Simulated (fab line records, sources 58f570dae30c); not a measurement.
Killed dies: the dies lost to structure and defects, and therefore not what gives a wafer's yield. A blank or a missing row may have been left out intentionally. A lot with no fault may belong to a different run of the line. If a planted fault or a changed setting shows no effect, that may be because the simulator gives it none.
Code-filled problem report in 8D (eight disciplines) form ; flow berkeleyCmos170 ; the parts of the form that need people (team, actions taken, sign-off) are left out

== 1. PROBLEM STATEMENT ==
On 2 wafers of 1 lot, runLengthS at UCB170_M2_METAL_ETCH_18 has a mean of 240.4 s; fault-free wafers read 223.4 s, standard deviation 1.1. That is +15 standard deviations from the usual mean.
The step: etches Al in Cl2/BCl3, stops on SiO2, target depth 1170 nm, time 195 s.
The first sign was on wafer L101.2 at day 10 13:53, on rieMetal-01. The record holds 39 wafers of 13 lots with a number at this step. Rule for "out", or "out of limits": more than 4 standard deviations from the usual mean. All remaining wafers that have a number are taken as sound.

== 2. WHAT THIS IS AND IS NOT ==
question;is;is not
which readings at this step;runLengthS;drypumpMotorCurrentA, heBacksideLeakSccm, throttleValvePct
which lots;L101;L104, L105, L107, L108, L987, L988, L989, L990, L991, L992, L993, L997
which wafers of those lots;L101.2, L101.4;L101.3
read on which tools;rieMetal-01;rieMetal-02, rieMetal-04
when;from day 10 13:53;"up to then (25 sound wafers); but 12 sound wafers of L104, L105, L107, L108 came after"

== 3. SUSPECTS, AND WHAT RULES EACH OUT ==
Counting: any tool at a process step up to the reading remains a suspect provided it ran every lot that is out. Sound lots after the first of them don't rule it out here, since some wafers of a struck lot are sound.
- rieMetal-01 at UCB170_M2_METAL_ETCH_18 (etches Al in Cl2/BCl3, stops on SiO2, target depth 1170 nm, time 195 s): kept. The lot that is out, L101, ran on it at day 10 13:53; the last sound lot it ran before that was L993, at day 8 03:37. Its own readings are out on those wafers: runLengthS.
- Within rieMetal-01 at UCB170_M2_METAL_ETCH_18, the wafers that are out were processed in chamber 0 and their sound lot-mates in chamber 1.
The count leaves rieMetal-01 at UCB170_M2_METAL_ETCH_18.

== 4. THE CAUSE (what the simulator had put in) ==
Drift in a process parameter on rieMetal-01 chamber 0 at UCB170_M2_METAL_ETCH_18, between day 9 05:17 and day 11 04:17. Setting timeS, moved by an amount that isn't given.
Only this tool survived the counting.

== 5. THE CHAIN OF EFFECTS, in route order ==
Each row: a reading whose mean over the struck wafers that have a number lies more than 3 standard deviations from the usual. Readings are gone through only where the record gives a usual standard deviation; hours: the median, over the lots, of the time from a lot's start at the first step in this table giving one to that lot's start at this step; sigmas: the change measured in usual standard deviations.
hours;step;reading;usual;on struck wafers;change;sigmas
0;UCB170_M2_METAL_ETCH_18;oesProductAu;0.847 a.u.;0.798;-0.049;-3.8
0;UCB170_M2_METAL_ETCH_18;runLengthS;223.4 s;240.4;+17.0;+15
0;UCB170_M2_STRIP_19;oesProductAu;0.543 a.u.;0.447;-0.096;-6.0
Process steps it contains:
- UCB170_M2_METAL_ETCH_18: etches Al in Cl2/BCl3, stops on SiO2, target depth 1170 nm, time 195 s.
- UCB170_M2_STRIP_19: strips in O2.

== 6. WHAT WOULD HAVE CAUGHT IT SOONER ==
33 hours passed between the start of the fault at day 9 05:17 and the first reading out of limits in this record, taken at day 10 13:53.
